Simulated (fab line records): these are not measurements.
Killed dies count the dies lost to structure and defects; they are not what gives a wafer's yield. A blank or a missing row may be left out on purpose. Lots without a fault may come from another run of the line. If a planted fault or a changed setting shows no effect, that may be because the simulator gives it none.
The tool behind it: which one? | flow berkeley_cmos170 | Sampling: 13 lots, 39 wafers, 6 of 331 route steps

WHAT EACH GAUGE READ, for each wafer
UCB170_NLDD_TW_MEAS_11.
lot  | measured     | on            | NLDD_TW
L149 | day 7 12:56  | film_metro-04 | 2225 2231 2238
L150 | day 7 13:13  | film_metro-04 | 2233 2233 2230
L147 | day 7 13:38  | film_metro-04 | 2234 2234 2220
L152 | day 8 01:16  | film_metro-04 | 2211 2214 2202
L151 | day 8 01:59  | film_metro-02 | 2193 2182 2189
L153 | day 8 17:29  | film_metro-04 | 2218 2206 2207
L154 | day 8 18:28  | film_metro-02 | 2197 2192 2189
L158 | day 9 10:59  | film_metro-04 | 2218 2220 2226
L157 | day 9 12:41  | film_metro-01 | 2231 2233 2224
L160 | day 10 03:07 | film_metro-01 | 2212 2224 2205
L161 | day 10 03:13 | film_metro-01 | 2224 2216 2215
L167 | day 11 06:43 | film_metro-04 | 2202 2210 2208
L169 | day 11 19:28 | film_metro-02 | 2181 2161 2165

UCB170_NSD_CD_MEAS_06: target cd 1200 nm.
lot  | measured     | on        | cd_nm (nm)
L149 | day 8 08:35  | cd_sem-02 | 1198.3 1199.9 1200.2
L150 | day 8 08:07  | cd_sem-01 | 1201.5 1202.2 1201.8
L147 | day 8 07:53  | cd_sem-02 | 1200.4 1201.0 1199.9
L152 | day 8 12:39  | cd_sem-02 | 1200.9 1202.6 1201.1
L151 | day 8 12:56  | cd_sem-02 | 1200.4 1198.7 1198.5
L153 | day 9 06:07  | cd_sem-02 | 1197.8 1197.2 1198.6
L154 | day 9 07:20  | cd_sem-01 | 1201.4 1200.1 1200.7
L158 | day 9 21:00  | cd_sem-01 | 1201.6 1202.0 1201.7
L157 | day 10 02:12 | cd_sem-02 | 1199.3 1199.6 1199.2
L160 | day 10 13:49 | cd_sem-02 | 1197.1 1198.7 1197.2
L161 | day 10 13:29 | cd_sem-02 | 1201.6 1201.2 1201.9
L167 | day 11 16:00 | cd_sem-02 | 1197.8 1198.1 1199.6
L169 | day 12 03:23 | cd_sem-01 | 1199.8 1199.5 1199.6

UCB170_M2_RS_MEAS_02: measures by four-point-probe.
lot  | measured     | on            | M2_AL_RS (ohm/sq)
L149 | day 9 01:43  | film_metro-03 | 0.0322 0.0324 0.0325
L150 | day 9 01:37  | film_metro-02 | 0.0329 0.0328 0.0329
L147 | day 9 02:27  | film_metro-04 | 0.0331 0.0327 0.0330
L152 | day 9 03:09  | film_metro-03 | 0.0323 0.0326 0.0320
L151 | day 9 05:16  | film_metro-03 | 0.0324 0.0322 0.0323
L153 | day 10 02:07 | film_metro-04 | 0.0324 0.0322 0.0324
L154 | day 10 01:49 | film_metro-02 | 0.0318 0.0318 0.0318
L158 | day 10 12:31 | film_metro-04 | 0.0319 0.0322 0.0320
L157 | day 10 22:03 | film_metro-02 | 0.0328 0.0329 0.0329
L160 | day 11 06:22 | film_metro-02 | 0.0318 0.0317 0.0319
L161 | day 11 07:14 | film_metro-03 | 0.0317 0.0321 0.0238
L167 | day 12 09:24 | film_metro-02 | 0.0318 0.0314 0.0314
L169 | day 12 18:52 | film_metro-02 | 0.0321 0.0320 0.0318

UCB170_M2_THK_MEAS_03: measures by xrf.
lot  | measured     | on            | M2_AL_THK (nm)
L149 | day 9 01:49  | film_metro-03 | 917 912 910
L150 | day 9 01:43  | film_metro-02 | 887 889 896
L147 | day 9 02:33  | film_metro-04 | 905 913 907
L152 | day 9 03:16  | film_metro-03 | 909 904 922
L151 | day 9 05:23  | film_metro-03 | 907 915 918
L153 | day 10 02:13 | film_metro-04 | 914 917 920
L154 | day 10 01:55 | film_metro-02 | 923 931 929
L158 | day 10 12:37 | film_metro-04 | 937 930 931
L157 | day 10 22:10 | film_metro-02 | 900 896 890
L160 | day 11 06:28 | film_metro-02 | 925 929 931
L161 | day 11 07:21 | film_metro-03 | 935 923 1238
L167 | day 12 09:31 | film_metro-02 | 928 936 935
L169 | day 12 18:59 | film_metro-02 | 921 921 925

TOOL THAT RAN EACH LOT (tool first, then ch and the chambers of the sampled wafers, then the start)
lot  | UCB170_SILICIDE_RTA_04           | UCB170_M2_SPUTTER_01
L149 | rtp_anneal-01 ch 0, day 8 11:53  | pvd_sputter-02, day 9 01:36
L150 | rtp_anneal-01 ch 0, day 8 11:36  | pvd_sputter-01, day 9 01:29
L147 | rtp_anneal-01 ch 0, day 8 10:38  | pvd_sputter-01, day 9 02:20
L152 | rtp_anneal-01 ch 0, day 8 15:01  | pvd_sputter-02, day 9 03:04
L151 | rtp_anneal-01 ch 0, day 8 15:22  | pvd_sputter-04, day 9 05:11
L153 | rtp_anneal-01 ch 0, day 9 09:48  | pvd_sputter-02, day 10 02:00
L154 | rtp_anneal-01 ch 0, day 9 10:38  | pvd_sputter-04, day 10 01:43
L158 | rtp_anneal-01 ch 0, day 9 23:14  | pvd_sputter-02, day 10 12:23
L157 | rtp_anneal-02 ch 0, day 10 04:53 | pvd_sputter-01, day 10 21:57
L160 | rtp_anneal-02 ch 0, day 10 16:35 | pvd_sputter-02, day 11 06:14
L161 | rtp_anneal-01 ch 0, day 10 16:13 | pvd_sputter-04, day 11 07:09
L167 | rtp_anneal-01 ch 0, day 11 18:29 | pvd_sputter-01, day 12 09:19
L169 | rtp_anneal-01 ch 0, day 12 05:37 | pvd_sputter-01, day 12 18:46
- UCB170_SILICIDE_RTA_04: time 15 s.
- UCB170_M2_SPUTTER_01: material Al, target thk 900 nm, time 120 s.

AS READ BY THE TOOLS THEMSELVES (means over the sampled wafers that have a number; for cases with no such wafer, the mark the record gives instead)
UCB170_SILICIDE_RTA_04.
lot  | tool          | lamp_power_pct (%) | wafer_temp_C_max
L149 | rtp_anneal-01 | 11.1               | 654.0
L150 | rtp_anneal-01 | 11.0               | 653.3
L147 | rtp_anneal-01 | 11.0               | 653.1
L152 | rtp_anneal-01 | 11.1               | 653.5
L151 | rtp_anneal-01 | 11.0               | 654.1
L153 | rtp_anneal-01 | 11.1               | 654.1
L154 | rtp_anneal-01 | 11.1               | 653.7
L158 | rtp_anneal-01 | 11.0               | 653.7
L157 | rtp_anneal-02 | 9.0                | 654.3
L160 | rtp_anneal-02 | 9.0                | 654.8
L161 | rtp_anneal-01 | 11.1               | 654.0
L167 | rtp_anneal-01 | 11.1               | 654.1
L169 | rtp_anneal-01 | 11.1               | 654.6

UCB170_M2_SPUTTER_01.
lot  | tool           | throttle_valve_pct (%)
L149 | pvd_sputter-02 | 29.7
L150 | pvd_sputter-01 | 30.0
L147 | pvd_sputter-01 | 30.8
L152 | pvd_sputter-02 | 30.0
L151 | pvd_sputter-04 | 28.9
L153 | pvd_sputter-02 | 30.0
L154 | pvd_sputter-04 | 29.4
L158 | pvd_sputter-02 | 29.7
L157 | pvd_sputter-01 | 29.7
L160 | pvd_sputter-02 | 29.4
L161 | pvd_sputter-04 | 29.1
L167 | pvd_sputter-01 | 31.5
L169 | pvd_sputter-01 | 30.9

THE ANSWER, worked out from the rows above alone
Rule: what is usual is taken from the lots themselves. The widest of any qualifying gaps counts: lots, ordered by their means at a reading, are off when they make up no more than a third of the lots, leave a main group of 4 or more, and stand apart from it by 3 or more times the standard deviation of that group's means. The tables above print the reading to a certain number of digits; a main group whose means all agree to those digits is not used. A lot without any number at a reading at which 4 lots or more have one is off too. All remaining lots with rows at the step are treated as sound. After the gauges, taken in route order, come the tools' own readings; for these a lot's mean is taken, as printed above. The first step at which some lot is off is used, and at that step the reading that is off furthest; a lot without a number counts as furthest.
Off: L161, at UCB170_M2_RS_MEAS_02 (M2_AL_RS). Mean 0.0323 ohm/sq and standard deviation 0.00044 in the main group.
A tool fits if, at a process step before that reading, it ran every lot that is off, and no sound lot after the first of them. Gauges at UCB170_M2_RS_MEAS_02: tried the same way as those tools. 2 tools fit, pvd_sputter-04 at UCB170_M2_SPUTTER_01 and film_metro-03 at UCB170_M2_RS_MEAS_02, so this cannot tell which one it is.

WHAT HAD BEEN PUT IN BY THE SIMULATOR
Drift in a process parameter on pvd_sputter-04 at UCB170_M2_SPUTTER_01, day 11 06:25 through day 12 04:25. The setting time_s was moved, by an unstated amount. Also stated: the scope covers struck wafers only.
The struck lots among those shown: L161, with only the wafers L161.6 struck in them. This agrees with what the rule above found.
